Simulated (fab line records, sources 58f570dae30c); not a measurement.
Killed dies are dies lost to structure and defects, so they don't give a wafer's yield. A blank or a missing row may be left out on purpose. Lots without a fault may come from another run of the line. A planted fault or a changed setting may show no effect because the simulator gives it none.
Chamber matching | flow berkeley_cmos170 | UCB170_V2_CMP_02 on cmp-02: 4 sister chambers
The step polishes SiO2. 4 wafers are shown with their chamber, then 7 later ones without.

WAFERS WITH THEIR CHAMBER
wafer  | chamber | motor_current_A (A)
L349.1 | 0       | 15.0
L362.3 | 2       | 14.5
L363.2 | 1       | 19.9
L363.4 | 3       | 15.5

WAFERS WITHOUT THEIR CHAMBER
wafer  | motor_current_A (A)
L363.5 | 14.0
L367.1 | 14.8
L367.3 | 18.8
L367.4 | 15.1
L366.1 | 14.3
L366.2 | 15.2
L366.6 | 14.7

WHICH CHAMBER EACH WENT THROUGH
wafer  | from the rows above          | in truth
L363.5 | can't be placed: 2 or 0      | 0
L367.1 | can't be placed: 0 or 2 or 3 | 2
L367.3 | 1                            | 1
L367.4 | can't be placed: 0 or 3 or 2 | 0
L366.1 | can't be placed: 2 or 0      | 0
L366.2 | can't be placed: 0 or 3 or 2 | 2
L366.6 | can't be placed: 2 or 0 or 3 | 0
Placed correctly: 1 of 7. Can't be placed from these rows: 6 (the true chamber is among the candidates in 6). Placed wrongly: 0.
How it was worked out, from the rows above alone: a wafer's distance from a chamber is the root of the sum, over the readings, of the square of ((its reading less the chamber's mean) divided by the reading's scatter). The wafer belongs to the nearest chamber; if the next one is less than 2 further off, it can't be placed. A chamber's mean is the mean of its shown wafers. The scatter: with one shown wafer a chamber, the root of the mean of the squares of how far each hidden wafer lies from its nearest shown one.
